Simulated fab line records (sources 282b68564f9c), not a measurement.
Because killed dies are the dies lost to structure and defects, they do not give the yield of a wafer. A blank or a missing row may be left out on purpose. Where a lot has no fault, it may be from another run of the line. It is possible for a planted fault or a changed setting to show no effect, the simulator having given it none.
8D (eight disciplines) problem report, filled in by code :: flow rit cmos :: the parts of the form that need people (team, actions taken, sign-off) are left out

## 1. WHAT WENT WRONG
run length s at RIT_ACTIVE_ETCH_13 reads a mean of 301.0 s on 6 wafers of 2 lots; wafers without a fault read 238.3 s with a standard deviation of 0.4. So: +99 or more standard deviations from the usual mean.
The step: etches Si3N4 in SF6, stops on SiO2, time 210 s, target depth 210 nm.
First observed at day 4 05:31: wafer L621.1, on rie diel-04. The record holds 42 wafers of 14 lots with a number at this step. Rule for "out", or "out of limits": more than 4 standard deviations from the usual mean. All remaining wafers that have a number are taken as sound.

## 2. WHAT IT IS, AND WHAT IT ISN'T
question: which readings at this step
is: run length s, oes product au
is not: drypump motor current A, throttle valve pct

question: which lots
is: L621, L623
is not: L609, L610, L611, L612, L613, L614, L616, L620, L624, L626, L628, L631

question: which wafers of those lots
is: all that have a number
is not: -

question: read on which tools
is: rie diel-04
is not: rie diel-01, rie diel-02

question: when
is: from day 4 05:31
is not: up to then (24 sound wafers); but 12 sound wafers of L624, L626, L628, L631 came after

## 3. THE SUSPECTS, EACH WITH WHAT RULES IT OUT
Counting: a tool at a process step up to the reading stays a suspect if it ran every lot that is out and no sound lot after the first of them.
- rie diel-04 at RIT_ACTIVE_ETCH_13 (etches Si3N4 in SF6, stops on SiO2, time 210 s, target depth 210 nm): kept. It ran every lot that is out, first L621 (day 4 05:31), and no sound lot after that; its last sound lot up to then is L620 (day 3 22:31). Out on those wafers are its own readings of oes product au, run length s.
The count leaves rie diel-04 at RIT_ACTIVE_ETCH_13.

## 4. THE CAUSE (what the simulator had put in)
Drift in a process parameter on rie diel-04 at RIT_ACTIVE_ETCH_13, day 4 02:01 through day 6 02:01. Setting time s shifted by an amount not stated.
After counting, this tool was the only one left.

## 5. SEQUENCE OF EFFECTS, ordered by route
Each row: a reading whose mean over the struck wafers that have a number lies more than 3 standard deviations from the usual. Only readings whose record carries a usual standard deviation are examined. hours: median over the lots of the time between each lot's start at the first step of this table that gives one and its start at this step. sigmas: the change, counted in usual standard deviations.
hours: 0
step: RIT_ACTIVE_ETCH_13
reading: oes product au
usual: 0.832 a.u.
on struck wafers: 0.724
change: -0.108
sigmas: -7.7

hours: 0
step: RIT_ACTIVE_ETCH_13
reading: run length s
usual: 238.3 s
on struck wafers: 301.0
change: +62.7
sigmas: +99 or more
Process steps it contains:
- RIT_ACTIVE_ETCH_13: etches Si3N4 in SF6, stops on SiO2, time 210 s, target depth 210 nm.

## 6. WHAT WOULD HAVE CAUGHT IT SOONER
The fault began at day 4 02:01; the first out-of-limits reading in this record came at day 4 05:31, 4 hours later.
